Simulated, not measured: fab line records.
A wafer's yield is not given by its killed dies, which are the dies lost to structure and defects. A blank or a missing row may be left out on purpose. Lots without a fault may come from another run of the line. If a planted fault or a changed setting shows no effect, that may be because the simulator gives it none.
A lot that was struck, set against a sound lot / flow rit-cmos / 45 steps out of a route of 202
Sound: these wafers, L122.1, L122.4, L122.5. Wafers L132.1, L132.2, L132.3 were the ones struck. Last of all comes the cause.
Per side, at each step with rows, come the tool, then ch with its chambers, and then its first start. Under that, the readings that differ: sound wafers / struck wafers / difference of the means / sigmas: that difference in standard deviations of wafers without a fault.
alike: readings with means less than 2 such deviations apart, plus words and numbers identical on both sides. not compared: withheld readings, readings lacking a value on some wafer, bounds such as >300 that could conceal the same value, and numbers that have no deviation in the record and whose values overlap.
The two part at a step that has a row with sigmas, a row that says differs or no value, or rows on one side only. When numbers do not overlap yet have no deviation, they are printed without sigmas and do not part them. Lack of a reading on every wafer of one side parts them only where that side has two or more wafers.

first, 3 steps without rows for these wafers: RIT_REOX_CLEAN_01 (cleans in dHF, time 30 s); RIT_REOX_CLEAN_02 (cleans in SC2, time 600 s); RIT_REOX_OXIDATION_03 (target thk 25.2 nm, ox time 5580 s).
RIT_REOX_THK_MEAS_04:
  sound: film-metro-04 at day 3 09:23; struck: film-metro-01 at day 5 10:50
  alike: REOX_OXIDE_THK
then, 6 steps without rows for these wafers: RIT_NLDD_HMDS_00 (prime time 60 s); RIT_NLDD_COAT_01 (resist thk 988.5 nm); RIT_NLDD_SOFTBAKE_02 (time 60 s); RIT_NLDD_EXPOSE_03 (exposes mask M7, target cd 40700 nm); RIT_NLDD_PEB_04; RIT_NLDD_DEVELOP_05 (develop time 50 s).
RIT_NLDD_OVL_MEAS_06:
  sound: overlay-02 at day 3 10:18; struck: overlay-02 at day 5 11:59
  alike: NLDD_OVL
then, 1 step without rows for these wafers: RIT_NLDD_HARDBAKE_07 (time 60 s).
RIT_NLDD_IMPLANT_08:
  sound on implanter-04 ch 0, day 3 10:30; struck on implanter-03 ch 0, day 5 12:10
reading=dose-ions-cm2; sound=4.998e+14 4.998e+14 4.998e+14; struck=4.923e+14 4.92e+14 4.92e+14; difference=-7.700e+12; sigmas=-14
  alike: beam-on-s
RIT_NLDD_STRIP_09: strips in O2, time 180 s.
  sound on plasma-asher-01 ch 0,1, day 3 10:39; struck on plasma-asher-03 ch 0,1, day 5 12:19
  alike: drypump-motor-current-A
  not compared: rf-hours-counter-h
RIT_NLDD_TW_MEAS_10:
  sound: film-metro-04 at day 3 10:49; struck: film-metro-02 at day 5 12:29
  alike: NLDD_TW
then, 6 steps without rows for these wafers: RIT_PLDD_HMDS_00 (prime time 60 s); RIT_PLDD_COAT_01 (resist thk 1000 nm); RIT_PLDD_SOFTBAKE_02 (time 60 s); RIT_PLDD_EXPOSE_03 (exposes mask M8, target cd 40900 nm); RIT_PLDD_PEB_04; RIT_PLDD_DEVELOP_05 (develop time 50 s).
RIT_PLDD_OVL_MEAS_06:
  sound: overlay-01 at day 3 11:52; struck: overlay-01 at day 5 13:24
  alike: PLDD_OVL
then, 2 steps without rows for these wafers: RIT_PLDD_HARDBAKE_07 (time 60 s); RIT_PLDD_IMPLANT_08.
RIT_PLDD_STRIP_09: strips in O2, time 180 s.
  sound on plasma-asher-02 ch 0,1, day 3 12:11; struck on plasma-asher-03 ch 0,1, day 5 13:44
  alike: drypump-motor-current-A
  not compared: rf-hours-counter-h
RIT_PLDD_TW_MEAS_10:
  sound: film-metro-02 at day 3 12:22; struck: film-metro-02 at day 5 13:55
  alike: PLDD_TW
then, 4 steps without rows for these wafers: RIT_SPACER_CLEAN_00 (cleans in SC1, time 600 s); RIT_SPACER_CLEAN_01 (cleans in dHF, time 30 s); RIT_SPACER_CLEAN_02 (cleans in SC2, time 600 s); RIT_SPACER_CVD_03 (deposits Si3N4 from SiH2Cl2/NH3, target thk 250 nm, time 3300 s).
RIT_SPACER_THK_MEAS_04:
  sound: film-metro-02 at day 3 14:56; struck: film-metro-01 at day 5 16:15
  alike: SPACER_NITRIDE_THK
RIT_SPACER_ETCHBACK_05: etches Si3N4 in SF6/CHF3, stops on SiO2, target depth 250 nm, time 240 s.
  sound on rie-diel-01 ch 0,2, day 3 14:59; struck on rie-diel-04 ch 0,1,2, day 5 16:19
  alike: CHF3_flow_sccm, drypump-motor-current-A, oes-product-au, throttle-valve-pct
  not compared: rf-hours-counter-h
then, 6 steps without rows for these wafers: RIT_NSD_HMDS_00 (prime time 60 s); RIT_NSD_COAT_01 (resist thk 1000 nm); RIT_NSD_SOFTBAKE_02 (time 60 s); RIT_NSD_EXPOSE_03 (exposes mask M9, target cd 40700 nm); RIT_NSD_PEB_04; RIT_NSD_DEVELOP_05 (develop time 50 s).
RIT_NSD_OVL_MEAS_06:
  sound: overlay-02 at day 3 16:10; struck: overlay-02 at day 5 17:39
  alike: NSD_OVL
then, 2 steps without rows for these wafers: RIT_NSD_HARDBAKE_07 (time 60 s); RIT_NSD_IMPLANT_08.
RIT_NSD_STRIP_09: strips in O2, time 180 s.
  sound on plasma-asher-04 ch 0,1, day 3 16:30; struck on plasma-asher-01 ch 0,1, day 5 17:59
  alike: drypump-motor-current-A
  not compared: rf-hours-counter-h
RIT_SDANNEAL_RS_MEAS_07: measures by four-point-probe.
  sound: film-metro-04 at day 3 19:07; struck: film-metro-02 at day 5 20:43
reading=NLDD_RS (ohm/sq); sound=151.9 151.7 151.9; struck=154.2 154.3 154.4; difference=+2.5; sigmas=+6
  not compared: hold
RIT_SILICIDE_WET_ETCH_00: etches SiO2 in BOE, target depth 14 nm, time 15 s.
  sound on wet-bench-03 ch 0, day 3 19:14; struck on wet-bench-03 ch 3, day 5 22:43
reading=hold; sound=- - -; struck=await-dispo/1.9h/release await-dispo/1.9h/release await-dispo/1.9h/release; difference=no value on the sound wafers; sigmas=
  alike: bath-heat-duty-pct
RIT_M1_PROBE_99:
  sound: prober-01 at day 4 02:02; struck: prober-01 at day 6 06:19
  alike: killed-at-contacts, killed-at-front-end, killed-dies, killed-open, killed-short

== WHERE THEY PART ==
Last at RIT_SILICIDE_WET_ETCH_00 as far as this record goes, first at RIT_NLDD_IMPLANT_08. Later steps at which nothing parts them and some readings are alike: RIT_M1_PROBE_99.

WHY: whatever the simulator had introduced
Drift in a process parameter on implanter-03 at RIT_NLDD_IMPLANT_08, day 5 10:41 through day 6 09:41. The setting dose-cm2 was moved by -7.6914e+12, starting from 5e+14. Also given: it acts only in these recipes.
